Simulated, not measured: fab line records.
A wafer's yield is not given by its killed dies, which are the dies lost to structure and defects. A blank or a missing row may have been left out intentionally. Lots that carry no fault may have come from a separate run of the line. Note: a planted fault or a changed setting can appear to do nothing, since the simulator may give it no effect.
Which tool was responsible? | flow ritCmos | 13 lots, 39 wafers sampled, at 6 steps of a route of 202

== WHAT THE GAUGES READ, wafer by wafer ==
RIT_NLDD_TW_MEAS_10. Usual: NLDD_TW typically reads 2502, with standard deviation 27.
lot  | measured    | on           | NLDD_TW        | flag
L704 | day 3 04:10 | filmMetro-03 | 2524 2522 2532 | 
L705 | day 3 10:15 | filmMetro-02 | 2456 2456 2455 | 
L706 | day 3 10:17 | filmMetro-04 | 2513 2526 2518 | 
L707 | day 3 16:12 | filmMetro-04 | 2513 2527 2507 | 
L708 | day 3 16:50 | filmMetro-02 | 2444 2467 2448 | 
L711 | day 4 10:35 | filmMetro-04 | 2523 2528 2523 | 
L714 | day 5 01:17 | filmMetro-03 | 2525 2539 2524 | 
L715 | day 5 12:12 | filmMetro-02 | 2468 2477 2487 | 
L719 | day 6 02:58 | filmMetro-02 | 2459 2459 2452 | 
L721 | day 6 09:56 | filmMetro-04 | 2498 2496 2498 | 
L723 | day 6 19:23 | filmMetro-04 | 2509 2512 2519 | 
L725 | day 7 05:06 | filmMetro-03 | 2516 2522 2507 | 
L727 | day 7 17:34 | filmMetro-03 | 2525 2505 2520 | 

RIT_SILICIDE_RS_MEAS_02: uses a four-point probe to measure. Usual: SILICIDE_TI_RS typically reads 50.3 ohm/sq, with standard deviation 0.56.
lot  | measured    | on           | SILICIDE_TI_RS (ohm/sq) | flag
L704 | day 3 12:56 | filmMetro-01 | 49.2 49.8 49.9          | 
L705 | day 3 18:59 | filmMetro-04 | 49.4 49.4 49.5          | 
L706 | day 3 20:27 | filmMetro-04 | 50.2 49.9 50.7          | 
L707 | day 4 00:54 | filmMetro-04 | 49.6 49.5 49.2          | 
L708 | day 4 02:20 | filmMetro-04 | 50.3 51.3 50.3          | 
L711 | day 4 19:17 | filmMetro-02 | 50.1 50.8 50.4          | 
L714 | day 5 09:23 | filmMetro-02 | 47.3 49.9 50.2          | 
L715 | day 5 20:14 | filmMetro-01 | 49.7 50.0 50.3          | 
L719 | day 6 11:09 | filmMetro-04 | 50.0 50.5 49.8          | 
L721 | day 6 18:17 | filmMetro-04 | 49.8 50.2 50.8          | 
L723 | day 7 03:59 | filmMetro-01 | 50.4 50.0 50.8          | 
L725 | day 7 13:28 | filmMetro-01 | 50.0 49.9 50.9          | 
L727 | day 8 03:59 | filmMetro-02 | 50.0 50.4 50.0          | 

RIT_SILICIDE_THK_MEAS_03: measures by xrf. Usual: SILICIDE_TI_THK typically reads 29.1 nm, with standard deviation 0.31.
lot  | measured    | on           | SILICIDE_TI_THK (nm) | flag
L704 | day 3 13:04 | filmMetro-01 | 29.3 28.9 29.2       | 
L705 | day 3 19:07 | filmMetro-04 | 29.4 29.5 29.6       | 
L706 | day 3 20:34 | filmMetro-04 | 29.3 29.4 29.2       | 
L707 | day 4 00:59 | filmMetro-04 | 29.5 29.5 29.6       | 
L708 | day 4 02:28 | filmMetro-04 | 29.1 28.7 29.0       | 
L711 | day 4 19:23 | filmMetro-02 | 29.4 29.1 29.2       | 
L714 | day 5 09:29 | filmMetro-02 | 30.8 29.5 29.3       | 
L715 | day 5 20:20 | filmMetro-01 | 29.0 29.1 28.8       | 
L719 | day 6 11:16 | filmMetro-04 | 29.4 29.1 29.4       | 
L721 | day 6 18:23 | filmMetro-04 | 29.5 29.3 29.1       | 
L723 | day 7 04:06 | filmMetro-01 | 28.7 29.0 28.7       | 
L725 | day 7 13:34 | filmMetro-01 | 28.9 29.1 28.6       | 
L727 | day 8 04:06 | filmMetro-02 | 29.3 29.0 29.4       | 

RIT_CONTACT_CD_MEAS_08: the cd target is 1000 nm. Usual: cdNm at 1001.1 nm, with a standard deviation of 2.4.
lot  | measured    | on       | cdNm (nm)            | flag
L704 | day 3 14:23 | cdSem-01 | 999.5 999.2 998.7    | 
L705 | day 3 20:33 | cdSem-01 | 1003.1 1002.5 1003.5 | 
L706 | day 3 21:55 | cdSem-01 | 1004.7 1003.5 1003.6 | 
L707 | day 4 02:20 | cdSem-01 | 997.7 1000.0 997.5   | 
L708 | day 4 03:57 | cdSem-01 | 1002.5 1001.7 1005.4 | 
L711 | day 4 20:46 | cdSem-01 | 1002.4 1003.7 1003.5 | 
L714 | day 5 10:52 | cdSem-02 | 1002.5 1003.3 1003.5 | 
L715 | day 5 21:48 | cdSem-02 | 998.7 998.5 998.3    | 
L719 | day 6 12:42 | cdSem-01 | 1004.8 1006.4 1004.5 | 
L721 | day 6 19:43 | cdSem-02 | 999.3 1001.1 998.2   | 
L723 | day 7 05:28 | cdSem-01 | 1005.5 1003.0 1004.4 | 
L725 | day 7 14:53 | cdSem-02 | 997.7 999.1 999.4    | 
L727 | day 8 05:26 | cdSem-02 | 1002.6 1001.0 1001.6 | 

RIT_M1_CD_MEAS_09: the cd target is 2600 nm. Usual: cdNm at 2600.7 nm, with a standard deviation of 2.2.
lot  | measured    | on       | cdNm (nm)            | flag
L704 | day 3 17:05 | cdSem-02 | 2597.1 2598.6 2598.1 | 
L705 | day 3 23:19 | cdSem-01 | 2599.3 2599.6 2597.8 | 
L706 | day 4 00:28 | cdSem-01 | 2596.0 2597.5 2598.8 | 
L707 | day 4 04:50 | cdSem-02 | 2600.3 2601.3 2599.8 | 
L708 | day 4 06:35 | cdSem-01 | 2600.7 2601.0 2600.2 | 
L711 | day 4 23:17 | cdSem-02 | 2601.9 2602.7 2600.1 | 
L714 | day 5 13:37 | cdSem-02 | 2605.0 2605.7 2603.5 | 
L715 | day 6 00:20 | cdSem-01 | 2598.0 2598.3 2598.4 | 
L719 | day 6 15:26 | cdSem-01 | 2602.1 2600.6 2600.4 | 
L721 | day 6 22:24 | cdSem-01 | 2599.6 2602.4 2601.3 | 
L723 | day 7 08:01 | cdSem-02 | 2600.0 2604.3 2601.8 | 
L725 | day 7 17:31 | cdSem-02 | 2599.4 2596.9 2597.3 | 
L727 | day 8 08:04 | cdSem-01 | 2601.8 2598.0 2601.1 | 

== EACH LOT AND THE TOOL THAT RAN IT (in order: tool; ch and the chambers of the sampled wafers; start) ==
lot  | RIT_SILICIDE_SPUTTER_01
L704 | pvdSputter-04, day 3 12:47
L705 | pvdSputter-04, day 3 18:50
L706 | pvdSputter-02, day 3 20:17
L707 | pvdSputter-04, day 4 00:41
L708 | pvdSputter-02, day 4 02:11
L711 | pvdSputter-01, day 4 19:09
L714 | pvdSputter-04, day 5 09:13
L715 | pvdSputter-02, day 5 20:03
L719 | pvdSputter-02, day 6 10:59
L721 | pvdSputter-02, day 6 18:07
L723 | pvdSputter-02, day 7 03:50
L725 | pvdSputter-02, day 7 13:17
L727 | pvdSputter-02, day 8 03:50
- RIT_SILICIDE_SPUTTER_01: material Ti, target thk 30 nm, time 229.8 s.

== WHAT THE TOOLS THEMSELVES READ (means of the sampled wafers that have a number; where no wafer has one, the mark that the record gives instead) ==
RIT_SILICIDE_SPUTTER_01. Usual: cathodeDcPowerW 349.99 W, standard deviation 0.058; chamberPressurePa 0.6671 Pa, standard deviation 0.0012; substrateTempC 25.00 C, standard deviation 0.1; throttleValvePct 30.2 %, standard deviation 0.55.
lot  | tool          | cathodeDcPowerW (W) | chamberPressurePa (Pa) | substrateTempC (C) | throttleValvePct (%) | flag
L704 | pvdSputter-04 | 350.03              | 0.6684                 | 24.93              | 31.0                 | 
L705 | pvdSputter-04 | 350.04              | 0.6662                 | 24.96              | 30.7                 | 
L706 | pvdSputter-02 | 350.04              | 0.6679                 | 25.07              | 30.0                 | 
L707 | pvdSputter-04 | 350.01              | 0.6672                 | 24.96              | 30.2                 | 
L708 | pvdSputter-02 | 349.94              | 0.6679                 | 24.95              | 29.8                 | 
L711 | pvdSputter-01 | 349.99              | 0.6661                 | 24.96              | 30.4                 | 
L714 | pvdSputter-04 | 349.97              | 0.6668                 | 25.00              | 30.5                 | 
L715 | pvdSputter-02 | 349.99              | 0.6666                 | 24.99              | 29.9                 | 
L719 | pvdSputter-02 | 350.01              | 0.6673                 | 24.98              | 29.7                 | 
L721 | pvdSputter-02 | 350.00              | 0.6663                 | 24.94              | 29.5                 | 
L723 | pvdSputter-02 | 350.01              | 0.6671                 | 25.01              | 30.1                 | 
L725 | pvdSputter-02 | 349.97              | 0.6661                 | 24.85              | 29.8                 | 
L727 | pvdSputter-02 | 349.98              | 0.6689                 | 25.06              | 29.9                 | 

== THE ANSWER, worked out from the rows above alone ==
Rule: a lot is off if the mean of its wafers that have a number lies more than 3 standard deviations from the usual mean. Also off: a lot with no number at a reading for which 4 or more lots have one. Any other lot the step has rows for is counted as sound. After the gauges, taken in route order, come the tools' own readings; for these a lot's mean is taken, as printed above. The first step at which some lot is off is used, and at that step the reading that is off furthest; a lot without a number counts as furthest.
Across all readings shown, no lot is off: no conclusion can be drawn from this.

== WHAT HAD BEEN PUT IN BY THE SIMULATOR ==
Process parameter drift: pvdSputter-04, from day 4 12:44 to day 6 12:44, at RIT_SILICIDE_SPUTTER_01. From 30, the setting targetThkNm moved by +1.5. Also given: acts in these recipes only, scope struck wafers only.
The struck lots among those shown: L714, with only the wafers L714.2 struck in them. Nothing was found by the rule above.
